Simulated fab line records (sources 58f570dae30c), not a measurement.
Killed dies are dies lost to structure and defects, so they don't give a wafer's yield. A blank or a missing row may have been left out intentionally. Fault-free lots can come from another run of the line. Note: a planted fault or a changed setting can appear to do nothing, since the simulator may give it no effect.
Struck lot and sound lot, side by side / flow berkeley-cmos170 / 14 out of 331 route steps
Sound: the wafers L377.1, L377.2, L377.5. The struck wafers were L371.1, L371.2, L371.4. The cause comes at the end.
Order at every step that has rows: each side's tool, ch and its chambers, its first start. Under that, the readings that differ: sound wafers / struck wafers / difference of the means / sigmas: that difference in standard deviations of wafers without a fault.
alike: a reading whose means differ by less than 2 such deviations, as well as words and numbers matching on both sides. not compared: withheld readings; readings where some wafer has no value; bounds like >300 that might hide an equal value; numbers whose values overlap and for which the record gives no deviation.
A row with sigmas, a row that says differs or no value, or rows on one side alone: a step with any of these is where the two part. When numbers do not overlap yet have no deviation, they are printed without sigmas and do not part them. A reading missing from all wafers of one side parts the sides only when that side holds two or more wafers.

first, 1 step without rows for these wafers: UCB170_CONTACT_CVD_01 (deposits PSG from SiH4/O2/PH3, target thk 700 nm, time 2820 s).
UCB170_CONTACT_THK_MEAS_02:
  struck on film-metro-02, day 10 01:17; sound on film-metro-02, day 11 20:42
  alike: CONTACT_PSG_THK
then, 3 steps without rows for these wafers: UCB170_CONTACT_HMDS_03 (prime time 60 s); UCB170_CONTACT_COAT_04 (resist thk 900 nm); UCB170_CONTACT_SOFTBAKE_05 (time 60 s).
UCB170_CONTACT_STRIP_06: strips in O2.
  sound on plasma-asher-01 ch 0,1, day 11 21:48; struck on plasma-asher-01 ch 0,1, day 10 02:17
reading=oes-product-au (a.u.); sound=0.723 0.723 0.735; struck=0.731 0.733 0.748; difference=+0.010; sigmas=+2
  alike: drypump-motor-current-A, strip-time-to-endpoint-s
  not compared: rf-hours-counter-h
then, 1 step without rows for these wafers: UCB170_CONTACT_CLEAN_07 (cleans in SPM, time 600 s).
UCB170_CONTACT_RTA_08: time 10 s.
  sound on rtp-anneal-02 ch 0, day 11 22:04; struck on rtp-anneal-02 ch 0, day 10 03:47
  alike: lamp-power-pct, wafer_temp_C_max
then, 4 steps without rows for these wafers: UCB170_CONTACT_COAT_09; UCB170_CONTACT_COAT_10 (resist thk 900 nm); UCB170_CONTACT_SOFTBAKE_11 (time 60 s); UCB170_CONTACT_EXPOSE_12 (exposes mask CONT, target cd 700 nm).
UCB170_CONTACT_PEB_13:
  sound on litho-track-01 ch 0, day 11 23:03; struck on litho-track-04, day 10 04:40
  no value came back on the struck wafers for chill-plate-temp-C (C), exhaust-pa (Pa), resist-line-temp-C (C); on the sound wafers chill-plate-temp-C (C) reads 23.01 22.99 22.94
then, 1 step without rows for these wafers: UCB170_CONTACT_DEVELOP_14 (develop time 45 s).

WHERE THEY PART
First at UCB170_CONTACT_STRIP_06; last, within this record, at UCB170_CONTACT_PEB_13.

WHY: what had been put in by the simulator
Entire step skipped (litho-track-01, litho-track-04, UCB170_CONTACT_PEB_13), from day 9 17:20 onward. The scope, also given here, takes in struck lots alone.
